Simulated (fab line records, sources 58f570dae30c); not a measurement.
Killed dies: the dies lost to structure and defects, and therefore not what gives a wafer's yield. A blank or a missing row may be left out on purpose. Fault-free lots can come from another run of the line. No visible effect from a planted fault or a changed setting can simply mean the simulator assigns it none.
fab line records | flow berkeley_cmos170
[record] lots = 14 wafers = 42 last_day = 12
route steps=331 shown M2@289
lots that met no fault: taken from a fault-free run of the same line
start_h: hours from the record's opening day to when the first of the lot's shown wafers began | wait_h: hours elapsed since this lot's preceding step | " identical to the entry in the row above | L1.1+2: one row covering several wafers at once | - no value, or no start given | * or withheld: withheld | < > ~ a bound
route shown NAME@n: names a module that has steps shown in the file, with the first one's number in the route | usual: mean/standard deviation of fault-free wafers | same: alike in all rows | chamber/n: place in a boat | sites: the reading at each site | _std_site: the values' standard deviation | _edge_site: inner sites' mean taken away from outer sites' mean | radius_mm: how far each site lies from the wafer's centre | mask NAME#n: copy n | behind: the tool/chamber that last shaped the wafer | hold: cause of the lot's hold/its duration in hours/its outcome | device: names the non-switching transistor (n, p or np) | end of line: the same wafers' tests at the end of the route | a step without rows: its recipe alone | killed: count of dies lost to structure and defects at first sort (not the wafer's yield) | map: a wafer's dies, marking killed ones x, the rest . and places with no die _
set.NAME: setting as actually run; set.NAME@STEP: the setting as run at that earlier step | model.NAME: the simulator's own value behind a step, which no gauge read
a sample of lots followed through the steps of the route, with each step as a table and each wafer as a row
services: from which hour (start_h, from the record's first day; less than 0 if before it) a tool's chamber was out of use, for how many hours, and why
[[steps]]
[step UCB170_M2_METAL_ETCH_18]
[recipe] chemistry = Cl2/BCl3 target = Al stop_on = SiO2 pressure_mtorr = 12 target_depth_a = 11700 over_etch_frac = 0.3 time_s = 195 icp_w = 600 bias_w = 120 Cl2_flow_sccm = 90 bcl3_flow_sccm = 45
[usual] drypump_motor_current_A = 5.7/0.41 oes_product_au = 0.856/0.01 rf_fwd_power_W = 598.0/2 throttle_valve_pct = 24.38/0.15
// columns lot.wafer tool chamber start_h wait_h drypump_motor_current_A oes_product_au rf_fwd_power_W rf_hours_counter_h throttle_valve_pct
L397.1 rie_metal-04 0 149.76 - 5.5 0.850 594.0 5.7 24.19
L397.2 " 1 " " 5.6 0.850 597.4 1.9 24.40
L397.4 " 1 " " 5.6 0.839 595.3 - 24.39
L398.1 rie_metal-02 1 150.31 - 5.4 0.873 598.6 0.8 24.34
L398.3 " 1 " " 5.4 0.869 597.8 - 24.36
L398.6 " 1 " " 5.4 0.876 599.5 - 24.32
L396.1 rie_metal-04 0 151.03 - 5.5 0.854 593.4 5.9 24.21
L396.2 " 1 " " 5.6 0.845 598.0 2.1 24.40
L396.5 " 0 " " 5.5 0.853 594.1 - 24.21
L399.2 rie_metal-04 1 170.69 - 5.6 0.854 597.1 2.5 24.38
L399.4 " 0 " " 5.4 0.844 596.5 - 24.21
L399.6 " 0 " " 5.4 0.851 596.1 - 24.21
L405.1 rie_metal-04 1 202.12 - 5.6 0.853 667.5 3.3 24.39
L405.3 " 1 " " 5.6 0.847 667.0 - 24.40
L405.5 " 0 " " 5.5 0.857 664.0 - 24.20
L408.1 rie_metal-02 1 202.22 - 5.4 0.884 599.7 2.3 24.33
L408.4 " 1 " " 5.4 0.874 600.0 - 24.32
L408.5 " 1 " " 5.4 0.883 599.9 - 24.34
L404.1 rie_metal-04 1 202.45 - 5.6 0.849 672.9 3.5 24.37
L404.3 " 0 " " 5.4 0.850 668.1 - 24.21
L404.4 " 1 " " 5.6 0.848 669.0 - 24.39
L411.4 rie_metal-02 0 226.75 - 6.3 0.842 596.5 - 24.28
L411.5 " 0 " " 6.3 0.836 596.0 - 24.28
L411.6 " 1 " " 5.4 0.867 597.5 - 24.34
L413.1 rie_metal-01 0 226.89 - 6.5 0.859 598.2 5.9 24.67
L413.3 " 1 " " 5.5 0.860 601.4 - 24.49
L413.5 " 1 " " 5.5 0.870 603.4 - 24.49
L410.2 rie_metal-02 0 227.25 - 6.4 0.842 597.9 4.2 24.27
L410.5 " 1 " " 5.4 0.867 601.5 - 24.32
L410.6 " 0 " " 6.3 0.848 597.1 - 24.26
L414.4 rie_metal-01 1 249.65 - 5.6 0.863 601.0 - 24.53
L414.5 " 0 " " 6.5 0.851 597.9 - 24.66
L414.6 " 1 " " 5.6 0.859 601.9 - 24.52
L418.4 rie_metal-04 1 269.72 - 5.6 0.843 599.4 - 24.39
L418.5 " 1 " " 5.5 0.847 598.6 - 24.40
L418.6 " 0 " " 5.4 0.856 597.5 - 24.20
L417.1 rie_metal-01 0 269.98 - 6.5 0.864 599.3 6.8 24.66
L417.5 " 1 " " 5.5 0.866 594.7 - 24.52
L417.6 " 0 " " 6.5 0.860 599.4 - 24.65
L419.1 rie_metal-04 0 270.14 - 5.5 0.858 596.9 9.2 24.21
L419.4 " 0 " " 5.4 0.858 596.4 - 24.20
L419.5 " 1 " " 5.6 0.855 598.8 - 24.40
[step UCB170_M2_STRIP_19]
[recipe] chemistry = O2 power_w = 400 pressure_mtorr = 3500 platen_temp_c = withheld o2_flow_sccm = 400 overash_fraction = 0.5
[usual] drypump_motor_current_A = 5.9/0.62 oes_product_au = 0.540/0.014
[same] overash_fraction = 0.5
// columns lot.wafer tool chamber start_h wait_h drypump_motor_current_A oes_product_au rf_hours_counter_h
L397.1 plasma_asher-02 1 149.95 0.1 6.6 0.555 48
L397.2 " 0 " " 6.5 0.528 48
L397.4 " 1 " " 6.6 0.513 -
L398.1 plasma_asher-02 1 150.50 0.1 6.6 0.546 48
L398.3 " 0 " " 6.5 0.560 -
L398.6 " 0 " " 6.4 0.551 -
L396.1 plasma_asher-02 1 151.22 0.1 6.6 0.555 48
L396.2 " 0 " " 6.5 0.530 48
L396.5 " 1 " " 6.6 0.559 -
L399.2 plasma_asher-02 1 170.87 0.1 6.6 0.518 50
L399.4 " 1 " " 6.6 0.559 -
L399.6 " 0 " " 6.5 0.556 -
L405.1 plasma_asher-04 1 202.31 0.1 5.5 0.449 46
L405.3 " 0 " " 5.1 0.457 -
L405.5 " 1 " " 5.5 0.476 -
L408.1 plasma_asher-01 0 202.40 0.1 5.0 0.545 45
L408.4 " 1 " " 5.8 0.555 -
L408.5 " 1 " " 5.8 0.550 -
L404.1 plasma_asher-02 1 202.64 0.1 6.6 0.451 54
L404.3 " 0 " " 6.5 0.479 -
L404.4 " 1 " " 6.6 0.449 -
L411.4 plasma_asher-02 1 226.91 0.1 6.6 0.534 -
L411.5 " 1 " " 6.6 0.539 -
L411.6 " 0 " " 6.5 0.559 -
L413.1 plasma_asher-01 0 227.14 0.2 5.0 0.525 48
L413.3 " 1 " " 5.8 0.541 -
L413.5 " 0 " " 5.0 0.527 -
L410.2 plasma_asher-04 0 227.44 0.1 5.1 0.555 48
L410.5 " 0 " " 5.1 0.559 -
L410.6 " 1 " " 5.5 0.556 -
L414.4 plasma_asher-01 1 249.81 0.1 5.8 0.552 -
L414.5 " 1 " " 5.8 0.536 -
L414.6 " 0 " " 5.0 0.550 -
L418.4 plasma_asher-01 0 269.88 0.1 5.0 0.538 -
L418.5 " 0 " " 5.0 0.535 -
L418.6 " 1 " " 5.8 0.558 -
L417.1 plasma_asher-01 1 270.17 0.1 5.8 0.529 52
L417.5 " 0 " " 5.0 0.539 -
L417.6 " 1 " " 5.8 0.552 -
L419.1 plasma_asher-02 1 270.33 0.1 6.6 0.559 61
L419.4 " 0 " " 6.5 0.555 -
L419.5 " 1 " " 6.5 0.542 -
[[services]]
// columns tool chamber start_h hours kind
rie_metal-01 - 142.60 0.8 repair
plasma_asher-01 - 145.87 6.6 repair
plasma_asher-02 - 204.21 5.4 repair
plasma_asher-01 - 209.15 2.3 repair
plasma_asher-04 - 214.87 0.4 repair
rie_metal-02 1 227.96 5.0 repair
rie_metal-04 1 257.99 11.5 repair
[[key]]
[first_sign] step = UCB170_M2_METAL_ETCH_18 reading = rf_fwd_power_W direction = up sigmas = 35 usual = 598.0 struck = 668.1
[effect] step = UCB170_M2_STRIP_19 reading = oes_product_au direction = down sigmas = 5.7 usual = 0.540 struck = 0.460
met_at UCB170_M2_METAL_ETCH_18
struck_lots L404,L405
onset_between 170.69 202.12
[fault] kind = process_parameter_drift tool = rie_metal-04 chamber = - onset_h = 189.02 steps = UCB170_M2_METAL_ETCH_18 channel = icp_w offset = 72 shape = step end_h = 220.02 acts_in = these_recipes_only stated = 600
